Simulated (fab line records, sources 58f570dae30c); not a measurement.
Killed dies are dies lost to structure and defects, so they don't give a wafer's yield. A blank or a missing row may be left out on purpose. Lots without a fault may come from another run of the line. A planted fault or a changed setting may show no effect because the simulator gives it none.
Chamber matching | flow berkeley_cmos170 | UCB170_V2_CVD_00 on pecvd-02: 3 sister chambers
The step deposits SiO2 from TEOS/O2, target thk 2000 nm, time 250 s. 6 wafers are shown with their chamber, then 8 later ones without.

WAFERS WITH THEIR CHAMBER
wafer  | chamber | heater_power_w (W)
L378.4 | 1       | 222
L382.3 | 0       | 280
L387.1 | 1       | 246
L387.2 | 0       | 271
L387.4 | 2       | 167
L389.2 | 2       | 185

WAFERS WITHOUT THEIR CHAMBER
wafer  | heater_power_w (W)
L389.4 | 317
L389.6 | 237
L392.1 | 298
L392.2 | 192
L392.6 | 232
L393.2 | 189
L393.4 | 243
L393.5 | 321

WHICH CHAMBER EACH WENT THROUGH
wafer  | from the rows above     | in truth
L389.4 | 0                       | 0
L389.6 | 1                       | 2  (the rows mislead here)
L392.1 | 0                       | 0
L392.2 | 2                       | 2
L392.6 | 1                       | 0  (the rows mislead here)
L393.2 | 2                       | 2
L393.4 | can't be placed: 1 or 0 | 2
L393.5 | 0                       | 0
Placed correctly: 5 of 8. Can't be placed from these rows: 1 (the true chamber is among the candidates in 0). Placed wrongly: 2.
How it was worked out, from the rows above alone: a wafer's distance from a chamber is the root of the sum, over the readings, of the square of ((its reading less the chamber's mean) divided by the reading's scatter). The wafer belongs to the nearest chamber; if the next one is less than 2 further off, it can't be placed. A chamber's mean is the mean of its shown wafers. The scatter: the root of (the sum of the squares of (reading less its chamber's mean) over the shown wafers, divided by (wafers less chambers)).
